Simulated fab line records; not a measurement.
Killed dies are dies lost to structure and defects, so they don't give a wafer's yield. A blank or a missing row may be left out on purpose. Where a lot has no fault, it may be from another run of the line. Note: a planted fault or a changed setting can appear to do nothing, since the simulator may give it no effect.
Check for tools in common + flow rit cmos + 42 wafers sampled across 13 lots

## REASON IT WAS OPENED
Of 13 lots, 1 have the reading ACTIVE_NITRIDE_THK flagged at RIT_ACTIVE_THK_MEAS_04. No-fault wafers: 149.7 nm, standard deviation 1.5.
Rule: flag the lot when none of its wafers has a number, or when each of its wafers that has one lies beyond 4 standard deviations from that mean. As for the other lots, they are considered sound.

| lot  | measured    | on            | ACTIVE_NITRIDE_THK (nm), wafer by wafer | flag    |
|------|-------------|---------------|-----------------------------------------|---------|
| L153 | day 1 13:33 | film metro-01 | 148.7 148.3 147.6                       |         |
| L155 | day 1 23:32 | film metro-02 | 153.0 151.1 151.4                       |         |
| L156 | day 2 04:45 | film metro-04 | 150.0 150.5 149.9                       |         |
| L159 | day 2 20:46 | film metro-01 | 148.6 147.1 147.7                       |         |
| L160 | day 3 01:40 | film metro-04 | 149.7 149.9 149.6                       |         |
| L161 | day 3 05:35 | film metro-01 | 147.5 148.4 147.3                       |         |
| L162 | day 3 11:11 | film metro-02 | 148.8 149.2 148.1                       |         |
| L163 | day 3 15:44 | film metro-02 | 149.7 150.4 149.9                       |         |
| L164 | day 3 21:26 | film metro-04 | 149.4 149.6 150.4                       |         |
| L165 | day 4 01:32 | film metro-02 | 150.7 150.0 148.8                       |         |
| L166 | day 4 06:35 | film metro-04 | 146.3 146.4 147.7                       |         |
| L167 | day 4 11:46 | film metro-04 | 207.4 206.9 207.9 207.2 206.9 208.0     | FLAGGED |
| L175 | day 6 03:32 | film metro-02 | 147.9 148.3 148.3                       |         |
On average the flagged lots' numbers are 207.4 nm, which is +57.7 nm against the usual, or +38 standard deviations.

## WHICH TOOL RAN EACH LOT
The record keeps 1 process step preceding the reading, out of 202 steps on the route. In each cell: the tool, then ch and the chambers that the sampled wafers went through, then the start.
| lot  | flag    | RIT_ACTIVE_CVD_03          |
|------|---------|----------------------------|
| L153 |         | lpcvd-02 ch 0, day 1 12:07 |
| L155 |         | lpcvd-02 ch 1, day 1 22:07 |
| L156 |         | lpcvd-01 ch 1, day 2 03:20 |
| L159 |         | lpcvd-01 ch 1, day 2 18:38 |
| L160 |         | lpcvd-01 ch 1, day 3 00:13 |
| L161 |         | lpcvd-01 ch 0, day 3 04:10 |
| L162 |         | lpcvd-01 ch 1, day 3 09:46 |
| L163 |         | lpcvd-02 ch 1, day 3 14:19 |
| L164 |         | lpcvd-02 ch 1, day 3 20:00 |
| L165 |         | lpcvd-02 ch 1, day 4 00:07 |
| L166 |         | lpcvd-01 ch 0, day 4 05:08 |
| L167 | FLAGGED | lpcvd-02 ch 1, day 4 10:20 |
| L175 |         | lpcvd-01 ch 1, day 6 02:07 |
What the steps here do:
- RIT_ACTIVE_CVD_03: deposits Si3N4 from SiH2Cl2/NH3, target thk 150 nm, time 1500 s.
- RIT_ACTIVE_THK_MEAS_04

## FLAGGED OVER TOTAL, TOOL BY TOOL (the gauges that took the reading come last)
| step                   | tool          | lots run | flagged | share of the flagged lots | sound lots run after its first flagged lot |
|------------------------|---------------|----------|---------|---------------------------|--------------------------------------------|
| RIT_ACTIVE_CVD_03      | lpcvd-01      | 7        | 0       | none                      | -                                          |
| RIT_ACTIVE_CVD_03      | lpcvd-02      | 6        | 1       | all                       | 0                                          |
| RIT_ACTIVE_THK_MEAS_04 | film metro-01 | 3        | 0       | none                      | -                                          |
| RIT_ACTIVE_THK_MEAS_04 | film metro-02 | 5        | 0       | none                      | -                                          |
| RIT_ACTIVE_THK_MEAS_04 | film metro-04 | 5        | 1       | all                       | 0                                          |

## WHAT THE TABLE ALLOWS
2 rows of the table ran every flagged lot: lpcvd-02 at RIT_ACTIVE_CVD_03, film metro-04 at RIT_ACTIVE_THK_MEAS_04.
- lpcvd-02 at RIT_ACTIVE_CVD_03: 1 of its 6 lots flagged. It ran its last sound lot, L165, at day 4 00:07 and its first flagged lot, L167, at day 4 10:20: a fault with its onset between the two fits.
- film metro-04 at RIT_ACTIVE_THK_MEAS_04: 1 of its 5 lots flagged. It ran its last sound lot, L166, at day 4 06:35 and its first flagged lot, L167, at day 4 11:46: a fault with its onset between the two fits.
A lot count leaves these 2 tools indistinguishable: every one of them fits a fault beginning at some hour. More lots, or a look at what each step does to the wafer, might.

## WHAT HAD BEEN PUT IN BY THE SIMULATOR
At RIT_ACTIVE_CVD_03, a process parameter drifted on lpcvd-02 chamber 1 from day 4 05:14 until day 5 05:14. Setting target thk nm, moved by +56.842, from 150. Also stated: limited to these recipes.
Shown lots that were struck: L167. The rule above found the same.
